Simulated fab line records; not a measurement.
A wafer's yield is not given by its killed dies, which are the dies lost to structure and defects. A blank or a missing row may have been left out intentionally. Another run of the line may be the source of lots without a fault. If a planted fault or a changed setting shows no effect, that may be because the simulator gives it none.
fab line records    flow rit-cmos
record lots=14  wafers=42  last-day=7
route steps=202 shown PSD@142
lots untouched by any fault: they come from a run of this same line in which no faults occurred
start-h: hours from the record's first day to the start of the lot's first wafer shown    wait-h: hours elapsed since this lot's preceding step    " same as the row above    L1.1+2: a single row standing in for several wafers    - either no value or no given start    * or withheld: withheld    < > ~ a bound
route shown NAME@n: a module of which the file shows steps, and the number in the route of the first    usual: mean and standard deviation over wafers with no fault    same: alike in all rows    chamber/n: place in a boat    sites: readings site by site    _std_site: standard deviation across them    _edge_site: inner sites' mean taken away from outer sites' mean    radius-mm: how far each site lies from the wafer's centre    mask NAME#n: copy n    behind: the tool/chamber that last shaped the wafer    hold: why the lot was held/for how many hours/how that ended    device: the n, p or np transistor that did not switch    end of line: tests of these same wafers at the route's end    a step with no rows: only its recipe    killed: count of dies lost to structure and defects at first sort (not the wafer's yield)    map: a wafer's dies, marking killed ones x, the rest . and places with no die _
set.NAME: the setting that was run; set.NAME@STEP: the one run at that earlier step    model.NAME: the simulator's own value behind a step, which no gauge read
route steps across a sampled set of lots; one table per step, one row per wafer
services: the hour from which a tool's chamber was out of use, counted from the record's first day as start-h (under 0 if before that day), plus the number of hours and why
## steps
# step RIT_PSD_HMDS_00
# recipe prime-time-s=60  prime-temp-c=140
# usual exhaust-pa=45.0/0.87  prime-temp-c=139.99/0.15
lot.wafer  tool            chamber  start-h  wait-h  exhaust-pa  prime-temp-c
L496.1     litho-track-01  0        47.37    0.1     45.4        140.00
L496.3     "               0        "        "       46.1        139.82
L496.5     "               0        "        "       44.7        140.00
L498.3     litho-track-01  0        58.83    0.1     45.0        139.87
L498.5     "               0        "        "       45.8        139.85
L498.6     "               0        "        "       44.9        139.76
L500.1     litho-track-03  0        69.82    0.1     47.0        140.09
L500.2     "               0        "        "       46.0        140.03
L500.3     "               0        "        "       46.5        140.09
L501.3     litho-track-01  0        74.41    0.1     45.4        140.10
L501.4     "               0        "        "       44.9        140.05
L501.5     "               0        "        "       43.7        140.03
L502.4     litho-track-01  0        78.76    0.1     44.6        139.68
L502.5     "               0        "        "       44.5        139.86
L502.6     "               0        "        "       45.9        139.74
L503.1     litho-track-01  0        82.84    0.1     44.8        140.06
L503.3     "               0        "        "       45.7        139.85
L503.6     "               0        "        "       44.2        139.79
L504.2     litho-track-01  0        97.47    0.1     43.8        137.72
L504.4     "               0        "        "       46.3        137.73
L504.5     "               0        "        "       44.8        137.66
L505.1     litho-track-03  0        100.06   0.1     43.2        140.01
L505.3     "               0        "        "       45.4        140.06
L505.6     "               0        "        "       45.8        139.94
L507.1     litho-track-01  0        107.69   0.1     45.2        137.27
L507.4     "               0        "        "       44.6        137.46
L507.5     "               0        "        "       45.7        137.48
L515.1     litho-track-03  0        142.78   0.1     43.7        140.12
L515.2     "               0        "        "       44.2        139.94
L515.4     "               0        "        "       43.8        140.11
L516.3     litho-track-03  0        147.68   0.1     46.0        139.84
L516.5     "               0        "        "       45.1        139.76
L516.6     "               0        "        "       44.6        139.51
L517.1     litho-track-03  0        152.01   0.1     46.3        139.92
L517.3     "               0        "        "       45.3        140.02
L517.5     "               0        "        "       45.4        140.09
L518.2     litho-track-04  0        159.37   0.1     45.8        140.17
L518.4     "               0        "        "       47.4        139.81
L518.6     "               0        "        "       46.4        140.18
L519.2     litho-track-01  0        166.27   0.1     43.8        140.15
L519.4     "               0        "        "       44.7        139.94
L519.5     "               0        "        "       43.8        139.99
## services
tool            chamber  start-h  hours  kind
litho-track-04  -        129.04   -      consumable-replace:filter
## key
first-sign step=RIT_PSD_HMDS_00  reading=prime-temp-c  direction=down  sigmas=16  usual=*  struck=*
effect none on later readings
met-at RIT_PSD_HMDS_00
struck-lots L504,L507
tester-left-out L504,L507
onset-between 82.84 97.47
fault kind=process-parameter-drift  tool=litho-track-01  chamber=-  onset-h=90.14  steps=RIT_PSD_HMDS_00  channel=prime-temp-c  offset=*  shape=step  end-h=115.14  acts-in=*  stated=*
# tester-left-out: of these lots the tester's yield and bins aren't shown, on N5 and GAA mostly nor the transistor test; their killed dies are dies lost to structure and defects alone, not to doping, threshold or leakage, so they don't give the yield
